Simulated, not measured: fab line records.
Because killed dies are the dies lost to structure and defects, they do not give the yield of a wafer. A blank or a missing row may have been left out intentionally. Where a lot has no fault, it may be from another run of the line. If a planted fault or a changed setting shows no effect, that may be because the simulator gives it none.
Comparing a struck lot with a sound one :: flow rit_cmos :: 43 steps out of a route of 202
Sound: the wafers L641.1, L641.2, L641.6. Struck: wafers L650.1, L650.3, L650.4. The cause is given at the end.
At each step with rows: each side's tool, then ch and its chambers, then its first start. Under that, the readings that differ: sound wafers :: struck wafers :: difference of the means :: sigmas: that difference in standard deviations of wafers without a fault.
alike: a reading whose means differ by less than 2 such deviations, as well as words and numbers matching on both sides. not compared: withheld readings; readings where some wafer has no value; bounds like >300 that might hide an equal value; numbers whose values overlap and for which the record gives no deviation.
The two part at a step that has a row with sigmas, a row that says differs or no value, or rows on one side only. Non-overlapping numbers with no deviation appear without sigmas and do not part them. A reading missing from all wafers of one side parts the sides only when that side holds two or more wafers.

RIT_SDANNEAL_RTA_03: time 5 s.
  sound on rtp_anneal-01 ch 0, day 5 19:10; struck on rtp_anneal-02 ch 0, day 7 14:30
  alike: wafer_temp_C_max
RIT_SDANNEAL_RS_MEAS_04: measurement is done with a four-point probe.
  sound: film_metro-01 at day 5 19:13; struck: film_metro-03 at day 7 14:33
  alike: PSD_RS
RIT_SDANNEAL_RS_MEAS_05: measurement is done with a four-point probe.
  sound: film_metro-01 at day 5 19:20; struck: film_metro-03 at day 7 14:40
  alike: NSD_RS
RIT_SDANNEAL_RS_MEAS_06: measurement is done with a four-point probe.
  sound: film_metro-01 at day 5 19:28; struck: film_metro-03 at day 7 14:47
  alike: PLDD_RS
RIT_SDANNEAL_RS_MEAS_07: measurement is done with a four-point probe.
  sound: film_metro-01 at day 5 19:35; struck: film_metro-03 at day 7 14:55
  alike: NLDD_RS
then, 1 step without rows for these wafers: RIT_SILICIDE_WET_ETCH_00 (etches SiO2 in BOE, target depth 14 nm, time 15 s).
RIT_SILICIDE_SPUTTER_01: material Ti, target thk 30 nm, time 240 s.
  sound: pvd_sputter-03 at day 5 19:43; struck: pvd_sputter-01 at day 7 15:03
reading: throttle_valve_pct (%)
sound: 32.1 31.4 31.4
struck: 29.8 29.6 29.4
difference: -2.0
sigmas: -2
  alike: cathode_dc_power_W, substrate_temp_c
RIT_SILICIDE_RS_MEAS_02: measurement is done with a four-point probe.
  sound: film_metro-03 at day 5 19:52; struck: film_metro-01 at day 7 15:12
  alike: SILICIDE_TI_RS
RIT_SILICIDE_THK_MEAS_03: measures by xrf.
  sound: film_metro-03 at day 5 19:59; struck: film_metro-01 at day 7 15:19
  alike: SILICIDE_TI_THK
RIT_SILICIDE_RTA_04: time 10 s, ramp up 5 s, ramp down 5 s.
  sound on rtp_anneal-02 ch 0, day 5 20:02; struck on rtp_anneal-01 ch 0, day 7 15:23
reading: wafer_temp_C_max
sound: 654.3 655.9 656.3
struck: 653.6 652.7 653.6
difference: -2.2
sigmas: -2
then, 1 step without rows for these wafers: RIT_SILICIDE_WET_ETCH_05 (etches Ti in SPM, time 120 s).
RIT_SILICIDE_RTA_06: time 10 s, ramp up 5 s, ramp down 10 s.
  sound on rtp_anneal-01 ch 0, day 5 20:09; struck on rtp_anneal-02 ch 0, day 7 15:29
  alike: wafer_temp_C_max
RIT_CONTACT_CVD_00: deposits SiO2 from TEOS, target thk 400 nm, time 61 s.
  sound on pecvd-03 ch 0,1, day 5 20:13; struck on pecvd-03 ch 0,1, day 7 15:33
reading: model.SiO2_of_CONTACT_CVD_00.thk_nm (nm)
sound: 405.9 394.3 399.1
struck: 422.7 417.2 428.4
difference: +23.0
sigmas: 
  alike: heater_power_w, rf_fwd_power_W
RIT_CONTACT_THK_MEAS_01:
  sound: film_metro-04 at day 5 20:16; struck: film_metro-01 at day 7 15:36
reading: CONTACT_TEOS_THK (nm)
sound: 406 395 399
struck: 422 418 429
difference: +23
sigmas: +5
then, 6 steps without rows for these wafers: RIT_CONTACT_HMDS_02 (prime time 60 s); RIT_CONTACT_COAT_03 (resist thk 1000 nm); RIT_CONTACT_SOFTBAKE_04 (time 60 s); RIT_CONTACT_EXPOSE_05 (exposes mask M11, target cd 1000 nm); RIT_CONTACT_PEB_06; RIT_CONTACT_DEVELOP_07 (develop time 120 s).
RIT_CONTACT_CD_MEAS_08 targets a cd of 1000 nm.
  sound: cd_sem-01 at day 5 21:27; struck: cd_sem-01 at day 7 16:38
reading: cd_nm (nm)
sound: 1001.2 999.8 999.9
struck: 996.7 994.2 994.8
difference: -5.1
sigmas: -2
RIT_CONTACT_OVL_MEAS_09:
  sound: overlay-01 at day 5 21:34; struck: overlay-01 at day 7 16:45
  alike: CONTACT_OVL
then, 1 step without rows for these wafers: RIT_CONTACT_HARDBAKE_10 (time 60 s).
RIT_CONTACT_ETCH_11: etches SiO2 in CHF3/CF4/Ar, stops on TiSi2, target depth 480 nm, time 320 s.
  sound on rie_diel-04 ch 1,2, day 5 21:46; struck on rie_diel-04 ch 0,1,3, day 7 16:56
reading: model.etch.depth_nm (nm)
sound: 405.9 394.3 399.1
struck: 422.7 417.2 428.4
difference: +23.0
sigmas: 

reading: model.CONTACT.feature_depth_nm (nm)
sound: 405.9 394.3 399.1
struck: 422.7 417.2 428.4
difference: +23.0
sigmas: 
  alike: drypump_motor_current_A, oes_product_au, rf_fwd_power_W, throttle_valve_pct
  not compared: rf_hours_counter_h
RIT_CONTACT_STRIP_12: strips in O2, time 180 s.
  sound on plasma_asher-02 ch 0,1, day 5 21:57; struck on plasma_asher-04 ch 0,1, day 7 17:08
  alike: drypump_motor_current_A
  not compared: rf_hours_counter_h
RIT_CONTACT_CD_MEAS_90 targets a cd of 1000 nm.
  sound: cd_sem-01 at day 5 22:08; struck: cd_sem-01 at day 7 17:18
reading: cd_nm (nm)
sound: 1001.4 999.9 1000.0
struck: 996.3 994.0 994.6
difference: -5.5
sigmas: -3
then, 3 steps without rows for these wafers: RIT_CONTACT_CLEAN_13 (cleans in SC1, time 600 s); RIT_CONTACT_CLEAN_14 (cleans in SC2, time 600 s); RIT_M1_SPUTTER_00 (material Al, target thk 400 nm, time 500 s).
RIT_M1_RS_MEAS_01: measurement is done with a four-point probe.
  sound: film_metro-03 at day 5 22:55; struck: film_metro-03 at day 7 18:05
  alike: M1_AL_RS
RIT_M1_THK_MEAS_02: measures by xrf.
  sound: film_metro-03 at day 5 23:02; struck: film_metro-03 at day 7 18:12
  alike: M1_AL_THK
then, 6 steps without rows for these wafers: RIT_M1_HMDS_03 (prime time 60 s); RIT_M1_COAT_04 (resist thk 1300 nm); RIT_M1_SOFTBAKE_05 (time 60 s); RIT_M1_EXPOSE_06 (exposes mask M12, target cd 2600 nm); RIT_M1_PEB_07; RIT_M1_DEVELOP_08 (develop time 68 s).
RIT_M1_CD_MEAS_09 targets a cd of 2600 nm.
  sound: cd_sem-01 at day 6 00:05; struck: cd_sem-02 at day 7 19:08
  alike: cd_nm
RIT_M1_OVL_MEAS_10:
  sound: overlay-01 at day 6 00:13; struck: overlay-02 at day 7 19:16
  alike: M1_OVL
then, 1 step without rows for these wafers: RIT_M1_HARDBAKE_11 (time 120 s).
RIT_M1_METAL_ETCH_12: etches Al in Cl2/BCl3, stops on SiO2, time 165 s, target depth 600 nm.
  sound on rie_metal-02 ch 0,1, day 6 00:30; struck on rie_metal-03 ch 0,1, day 7 19:33
reading: drypump_motor_current_A (A)
sound: 5.48 5.46 5.50
struck: 6.00 5.74 6.02
difference: +0.44
sigmas: +2

reading: model.SiO2_of_CONTACT_CVD_00.thk_nm (nm)
sound: 369.6 358.4 362.7
struck: 385.8 380.1 391.4
difference: +22.2
sigmas: 
  alike: oes_product_au, rf_fwd_power_W, throttle_valve_pct
  not compared: rf_hours_counter_h
then, 1 step without rows for these wafers: RIT_M1_STRIP_13 (strips in nmp, time 600 s).
RIT_M1_PROBE_99:
  sound: prober-01 at day 6 02:45; struck: prober-01 at day 7 21:48
  alike: killed_at_contacts, killed_at_front_end, killed_dies, killed_open, killed_short

== WHERE THEY PART ==
At RIT_SILICIDE_SPUTTER_01 first; at RIT_M1_METAL_ETCH_12 last (within this record only). Later steps at which nothing parts them and some readings are alike: RIT_M1_PROBE_99.

WHY: whatever the simulator had introduced
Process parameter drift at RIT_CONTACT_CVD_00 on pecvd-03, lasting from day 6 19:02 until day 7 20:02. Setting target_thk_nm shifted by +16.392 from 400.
